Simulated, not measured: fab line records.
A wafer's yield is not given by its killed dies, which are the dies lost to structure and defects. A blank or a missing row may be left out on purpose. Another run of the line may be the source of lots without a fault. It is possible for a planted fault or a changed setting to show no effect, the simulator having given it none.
Split-lot trial	flow berkeley-cmos170	5 lots, 23 wafers read, on a route of 331 steps

ON THE SPLIT
At UCB170_START_OXIDATION_02 (target thk 20 nm, ox time 1800 s), the setting temp-c was moved away from the recipe's 950 C on 20 of the 23 wafers read, by -2.2% to +2.3%. The other wafers ran this setting at the recipe's value.

Split to reading: the file shows no intervening step.

THE READING
START_OXIDE_THK in nanometres, read at UCB170_START_THK_MEAS_03. Fault-free wafers of this fab line usually give 20.0 nm, standard deviation 0.33 nm.

wafer	tool, chamber at the split	temp-c as run, C	against the recipe	START_OXIDE_THK, nm	against lot-mates on the recipe
L074.2	furnace-01, 0	950	recipe	19.4	-
L074.4	furnace-01, 0	950	recipe	19.5	-
L074.5	furnace-01, 0	950	recipe	19.5	-
L077.1	-, -	937.7	-1.3%	17.6	no lot-mate on the recipe
L077.2	-, -	937.7	-1.3%	17.3	no lot-mate on the recipe
L077.3	-, -	937.7	-1.3%	17.6	no lot-mate on the recipe
L077.5	-, -	937.7	-1.3%	17.4	no lot-mate on the recipe
L077.6	-, -	937.7	-1.3%	17.7	no lot-mate on the recipe
L081.1	-, -	965.6	+1.6%	23.1	no lot-mate on the recipe
L081.2	-, -	965.6	+1.6%	23.4	no lot-mate on the recipe
L081.4	-, -	965.6	+1.6%	23.1	no lot-mate on the recipe
L081.5	-, -	965.6	+1.6%	23.2	no lot-mate on the recipe
L081.6	-, -	965.6	+1.6%	23.2	no lot-mate on the recipe
L084.1	-, -	972	+2.3%	24.8	no lot-mate on the recipe
L084.2	-, -	972	+2.3%	25.0	no lot-mate on the recipe
L084.4	-, -	972	+2.3%	25.0	no lot-mate on the recipe
L084.5	-, -	972	+2.3%	24.9	no lot-mate on the recipe
L084.6	-, -	972	+2.3%	25.0	no lot-mate on the recipe
L085.1	-, -	929.2	-2.2%	15.9	no lot-mate on the recipe
L085.2	-, -	929.2	-2.2%	15.6	no lot-mate on the recipe
L085.4	-, -	929.2	-2.2%	15.9	no lot-mate on the recipe
L085.5	-, -	929.2	-2.2%	15.7	no lot-mate on the recipe
L085.6	-, -	929.2	-2.2%	16.0	no lot-mate on the recipe

THE FIT
A straight line over all 23 wafers: START_OXIDE_THK changes by +2 nm for each +1% of temp-c; r = +1.00; the points scatter about the line by 0.3 nm.
Too few moved wafers have a lot-mate on the recipe to fit a line with each lot's own level taken away.

THE WHOLE CHAIN: every reading that the file lists as answering this split, in the file's order
step	what it does	reading	change (the file's fit)	r (the file's)
UCB170_START_OXIDATION_02	target thk 20 nm, ox time 1800 s	SiO2_of_START_OXIDATION_02.thk-nm (the simulator's own value, which no gauge read)	+2 nm for each +1% of the setting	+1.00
UCB170_START_THK_MEAS_03		START_OXIDE_THK	+2 for each +1% of the setting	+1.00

THE FILE'S OWN FIT
START_OXIDE_THK changes by +2 nm for each +1% of temp-c, r = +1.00.
